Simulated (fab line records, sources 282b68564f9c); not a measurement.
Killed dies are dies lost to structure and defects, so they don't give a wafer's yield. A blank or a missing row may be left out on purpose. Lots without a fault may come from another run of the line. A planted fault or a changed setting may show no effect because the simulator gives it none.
One fault seen from 2 desks | flow rit_cmos | each desk has only its own numbers; what lay behind them comes last

THE METROLOGY DESK
What the gauges read, lot by lot, whatever tool the lot ran on: means of the sampled wafers that have a number. A lot is out of limits, marked OUT, if its mean lies more than 4 standard deviations from the usual mean; the brackets give that distance.
Columns: A = cd_nm at RIT_M1_CD_MEAS_09, usual 2600.2 nm; B = M1_OVL at RIT_M1_OVL_MEAS_10, usual 0.7 nm; C = cd_nm at RIT_M1_CD_MEAS_90, usual 2599.9 nm; D = M1_BOW at RIT_M1_BOW_MEAS_16, usual 18 um
lot  | first seen here | A      | B    | C      | D
L608 | day 3 20:52     | 2598.7 | 3.1  | 2597.0 | 20
L609 | day 4 01:13     | 2599.0 | -1.2 | 2599.5 | 14
L613 | day 5 06:57     | 2600.0 | 1.8  | 2599.5 | 16
L614 | day 5 15:58     | 2599.2 | -1.0 | 2598.4 | 21
L616 | day 6 04:40     | 2599.8 | 1.6  | 2599.1 | 22
L618 | day 6 19:53     | 2604.5 | -0.7 | 2603.1 | 18
This desk's finding: nothing out of limits on any of the 6 lots.

THE TOOL OWNER'S DESK: furnace-02
The tool's own readings at RIT_M1_ANNEAL_15 (time 1800 s): means of the sampled wafers that have a number, for each lot that ran on this tool. A lot is out of limits, marked OUT, if its mean lies more than 4 standard deviations from the usual mean; the brackets give that distance. Of its 8 readings 7 are shown: the one that was out of limits first, and those that lie furthest out on some lot.
Columns: A = spike_tc_centre_C at RIT_M1_ANNEAL_15, usual 453.4 C; B = spike_tc_load_C at RIT_M1_ANNEAL_15, usual 474.2 C; C = spike_tc_source_C at RIT_M1_ANNEAL_15, usual 466.2 C; D = tube_center_temp_C at RIT_M1_ANNEAL_15, usual 450 C; E = tube_center_temp_C_max at RIT_M1_ANNEAL_15, usual 451.15; F = zone_power_load_pct at RIT_M1_ANNEAL_15, usual 6.22 %; G = zone_power_source_pct at RIT_M1_ANNEAL_15, usual 6.33 %
lot  | first seen here | A               | B               | C               | D                     | E                        | F              | G
L608 | day 3 21:55     | 453.6           | 475.0           | 466.0           | 450                   | 451.08                   | 6.21           | 6.35
L609 | day 4 02:16     | 453.4           | 473.9           | 465.6           | 450                   | 451.36                   | 6.24           | 6.32
L613 | day 5 07:59     | 453.7           | 473.5           | 465.5           | 450                   | 450.98                   | 6.17           | 6.36
L614 | day 5 17:19     | 453.2           | 473.6           | 466.3           | 450                   | 451.14                   | 6.22           | 6.31
L616 | day 6 05:53     | 423.7 (-27) OUT | 444.6 (-27) OUT | 435.4 (-31) OUT | 420 (-99 or more) OUT | 421.31 (-99 or more) OUT | 5.47 (-12) OUT | 5.66 (-11) OUT
L618 | day 6 22:17     | 423.6 (-27) OUT | 443.1 (-28) OUT | 436.7 (-29) OUT | 420 (-99 or more) OUT | 421.15 (-99 or more) OUT | 5.49 (-12) OUT | 5.66 (-11) OUT
This desk's finding: out of limits on L616, L618; first on L616, day 6 05:53 (spike_tc_centre_C at RIT_M1_ANNEAL_15). In limits: L608, L609, L613, L614.

PUT TOGETHER
The tool owner's desk could have raised an alarm at day 6 05:53, on L616, L618.
The metrology desk saw nothing out of limits.
The metrology desk has L616, L618 on record, within its limits.
Of the lots named, all ran RIT_M1_ANNEAL_15 on furnace-02.

WHAT THE SIMULATOR HAD PUT IN
Process parameter drift: furnace-02, from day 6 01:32 on, at RIT_M1_ANNEAL_15. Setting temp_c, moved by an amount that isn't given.
Lots struck among those shown: L616, L618.
Hours from the fault's start to each desk's first reading out of limits: the tool owner's desk, 4.
